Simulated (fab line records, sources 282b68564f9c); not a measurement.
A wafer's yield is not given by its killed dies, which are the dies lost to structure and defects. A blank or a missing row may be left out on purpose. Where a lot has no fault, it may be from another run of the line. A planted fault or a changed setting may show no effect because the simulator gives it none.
A struck lot beside a sound one + flow rit_cmos + 17 steps out of a route of 202
Sound: these wafers, L934.3, L934.4, L934.6. Wafers L946.2, L946.3, L946.5 were the ones struck. At the end, the cause is stated.
For every step that has rows: the tool of each side, followed by ch and its chambers, followed by its first start. Under that, the readings that differ: sound wafers + struck wafers + difference of the means + sigmas: that difference in standard deviations of wafers without a fault.
alike: same words and numbers on both sides, and readings whose means sit less than 2 such deviations apart. not compared: any withheld reading, any reading some wafer has no value for, any bound like >300 that may hide the same value, and any number with overlapping values for which the record gives no deviation.
Wherever a step has rows on one side only, a row that says differs or no value, or a row with sigmas, the two part there. Non-overlapping numbers with no deviation appear without sigmas and do not part them. A reading that every wafer of one side lacks parts them only if that side has two wafers or more.

first, 1 step without rows for these wafers: RIT_PRETRO_DEVELOP_05 (develop time 68 s).
RIT_PRETRO_OVL_MEAS_06:
  sound: overlay-01 at day 2 17:59; struck: overlay-02 at day 5 05:28
  alike: PRETRO_OVL
then, 2 steps without rows for these wafers: RIT_PRETRO_HARDBAKE_07 (time 120 s); RIT_PRETRO_IMPLANT_08.
RIT_PRETRO_STRIP_09: strips in O2, time 180 s.
  sound on plasma_asher-02 ch 0,1, day 2 18:28; struck on plasma_asher-03 ch 0,1, day 5 05:53
| reading                     | sound          | struck         | difference | sigmas |
|-----------------------------|----------------|----------------|------------|--------|
| drypump_motor_current_A (A) | 6.28 5.61 6.22 | 5.29 5.59 5.29 | -0.65      | -2     |
  not compared: rf_hours_counter_h
RIT_PRETRO_TW_MEAS_10:
  sound: film_metro-02 at day 2 18:36; struck: film_metro-01 at day 5 06:04
  alike: PRETRO_TW
then, 5 steps without rows for these wafers: RIT_GATE_WET_ETCH_00 (etches SiO2 in BOE, target depth 56 nm, time 60 s); RIT_GATE_CLEAN_01 (cleans in SC1, time 600 s); RIT_GATE_CLEAN_02 (cleans in dHF, time 30 s); RIT_GATE_CLEAN_03 (cleans in SC2, time 600 s); RIT_GATE_CLEAN_04 (cleans in dHF, time 60 s).
RIT_FOX2_THK_MEAS_91:
  sound: film_metro-03 at day 2 19:06; struck: film_metro-02 at day 5 06:34
  alike: FIELD_OXIDE_LEFT_2_THK
RIT_GATE_OXIDATION_05: target thk 3 nm, ox time 270 s.
  sound on furnace-03 ch 0, day 2 19:29; struck on furnace-03 ch 0, day 5 06:37
| reading                                     | sound             | struck            | difference | sigmas |
|---------------------------------------------|-------------------|-------------------|------------|--------|
| model.SiO2_of_GATE_OXIDATION_05.thk_nm (nm) | 3.027 3.021 2.923 | 3.484 3.473 3.496 | +0.494     |        |
  alike: spike_tc_load_C, zone_power_load_pct
then, 1 step without rows for these wafers: RIT_GATE_ANNEAL_06 (time 600 s).
RIT_GATE_THK_MEAS_07:
  sound: film_metro-03 at day 2 21:02; struck: film_metro-03 at day 5 07:57
| reading             | sound          | struck         | difference | sigmas |
|---------------------|----------------|----------------|------------|--------|
| GATE_OXIDE_THK (nm) | 3.05 3.06 2.89 | 3.46 3.46 3.46 | +0.46      | +8     |
then, 1 step without rows for these wafers: RIT_GATE_CVD_08 (deposits poly-Si from SiH4, target thk 250 nm, time 2220 s).
RIT_M1_PROBE_99:
  sound: prober-01 at day 3 20:46; struck: prober-01 at day 6 08:34
| reading                             | sound             | struck            | difference | sigmas |
|-------------------------------------|-------------------|-------------------|------------|--------|
| model.etest.pmos_0p3.r_on_ohm_um    | 6229 6399 6148    | 6875 6904 6829    | +611       |        |
| model.etest.pmos_0p15.r_on_ohm_um   | 2715 2776 2674    | 2818 2802 2830    | +95        |        |
| model.etest.nmos_0p3.r_on_ohm_um    | 2122 2157 2080    | 2376 2347 2346    | +237       |        |
| model.etest.nmos_0p15.r_on_ohm_um   | 1111 1121 1069    | 1197 1173 1190    | +86        |        |
| model.etest.nmos_0p15.drive_ua_um   | 475.2 473.2 493   | 414.8 427.1 407.7 | -63.9      |        |
| model.etest.nmos_0p3.drive_ua_um    | 226.6 226.1 236.6 | 187.4 189.9 188.3 | -41.2      |        |
| model.etest.nmos_narrow.drive_ua_um | 220.3 217.8 229   | 181.2 188.5 180.3 | -39.0      |        |
  alike: killed_at_front_end, killed_dies, killed_on_rim, killed_open, killed_short
  not compared: model.etest.pmos_turned.r_on_ohm_um

== WHERE THEY PART ==
Earliest at RIT_PRETRO_STRIP_09; latest, in this record, at RIT_GATE_THK_MEAS_07. Later steps at which nothing parts them and some readings are alike: RIT_M1_PROBE_99.

WHY: the cause the simulator had injected
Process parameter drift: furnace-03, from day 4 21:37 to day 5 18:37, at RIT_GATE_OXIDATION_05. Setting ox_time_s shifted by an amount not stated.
